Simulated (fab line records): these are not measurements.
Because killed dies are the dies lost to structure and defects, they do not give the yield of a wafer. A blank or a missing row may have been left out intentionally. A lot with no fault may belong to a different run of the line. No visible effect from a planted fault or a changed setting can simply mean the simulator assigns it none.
Comparing a struck lot with a sound one -- flow berkeley-cmos170 -- 16 steps out of a route of 331
Sound: these wafers, L922.1, L922.3, L922.5. Struck: wafers L931.1, L931.2, L931.5. Last of all comes the cause.
Order at every step that has rows: each side's tool, ch and its chambers, its first start. Under that, the readings that differ: sound wafers -- struck wafers -- difference of the means -- sigmas: that difference in standard deviations of wafers without a fault.
alike: words and numbers the same on both sides, and readings whose means are apart by under 2 such deviations; not compared: readings that were withheld, readings missing a value for some wafer, numbers with overlapping values and no deviation given by the record, and bounds like >300 which may hide the same value.
A row with sigmas, a row that says differs or no value, or rows on one side alone: a step with any of these is where the two part. Numbers that don't overlap but have no deviation are shown without sigmas and don't part them. Lack of a reading on every wafer of one side parts them only where that side has two or more wafers.

UCB170_M1_SPUTTER_00: material Al, target thk 600 nm, time 80 s.
  sound: pvd-sputter-04 at day 9 09:25; struck: pvd-sputter-01 at day 12 08:26
  alike: throttle-valve-pct
UCB170_M1_RS_MEAS_01: a four-point-probe measurement.
  sound: film-metro-02 at day 9 09:29; struck: film-metro-03 at day 12 08:29
  alike: M1_AL_RS
UCB170_M1_THK_MEAS_02: measures by xrf.
  sound: film-metro-02 at day 9 09:36; struck: film-metro-03 at day 12 08:37
  alike: M1_AL_THK
then, 6 steps without rows for these wafers: UCB170_M1_COAT_03; UCB170_M1_COAT_04 (resist thk 900 nm); UCB170_M1_SOFTBAKE_05 (time 60 s); UCB170_M1_EXPOSE_06 (exposes mask METAL1, target cd 700 nm); UCB170_M1_PEB_07; UCB170_M1_DEVELOP_08 (develop time 45 s).
UCB170_M1_CD_MEAS_09: the cd target is 700 nm.
  sound: cd-sem-02 at day 9 10:34; struck: cd-sem-02 at day 12 09:31
  alike: cd-nm
UCB170_M1_OVL_MEAS_10:
  sound: overlay-01 at day 9 10:41; struck: overlay-01 at day 12 09:38
  alike: M1_OVL
UCB170_M1_ETCH_11: etches BARC in N2/H2.
  sound on rie-diel-02 ch 0,2, day 9 10:43; struck on rie-diel-04 ch 2,3, day 12 09:40
reading,sound,struck,difference,sigmas
oes-product-au (a.u.),0.971 0.958 0.954,1.050 1.020 1.019,+0.069,+3
  alike: bias-w, drypump-motor-current-A, throttle-valve-pct
UCB170_M1_METAL_ETCH_12: etches Al in Cl2/BCl3, stops on PSG, target depth 780 nm, time 130 s.
  sound on rie-metal-03 ch 0, day 9 10:46; struck on rie-metal-04 ch 0,1, day 12 09:43
reading,sound,struck,difference,sigmas
model.KrF_of_M1_COAT_04.thk-nm (nm),416.7 413.7 414.6,124.8 142.7 122.8,-284.9,
model.M1.feature-depth-nm (nm),646.2 628.8 631.3,672.9 665.4 670,+34.0,
model.PSG_of_CONTACT_CVD_01.thk-nm (nm),650.6 654 649.1,624.9 632.8 632.3,-21.2,
  alike: bias-w, drypump-motor-current-A, oes-product-au, throttle-valve-pct
  not compared: rf-hours-counter-h
UCB170_M1_STRIP_13: strips in O2.
  sound on plasma-asher-04 ch 1, day 9 11:02; struck on plasma-asher-02 ch 0,1, day 12 09:51
reading,sound,struck,difference,sigmas
oes-product-au (a.u.),0.716 0.718 0.722,0.457 0.470 0.454,-0.258,-55
  alike: drypump-motor-current-A
  not compared: rf-hours-counter-h
UCB170_M1_CD_MEAS_90: the cd target is 700 nm.
  sound: cd-sem-01 at day 9 11:08; struck: cd-sem-01 at day 12 10:14
reading,sound,struck,difference,sigmas
cd-nm (nm),692 691 691,671 681 673,-16,-4
  not compared: hold
after that, 1 step had no rows for these wafers: UCB170_M3_PROBE_99.

## WHERE THEY PART
First at UCB170_M1_ETCH_11; last, within this record, at UCB170_M1_CD_MEAS_90.

WHY: what had been put in by the simulator
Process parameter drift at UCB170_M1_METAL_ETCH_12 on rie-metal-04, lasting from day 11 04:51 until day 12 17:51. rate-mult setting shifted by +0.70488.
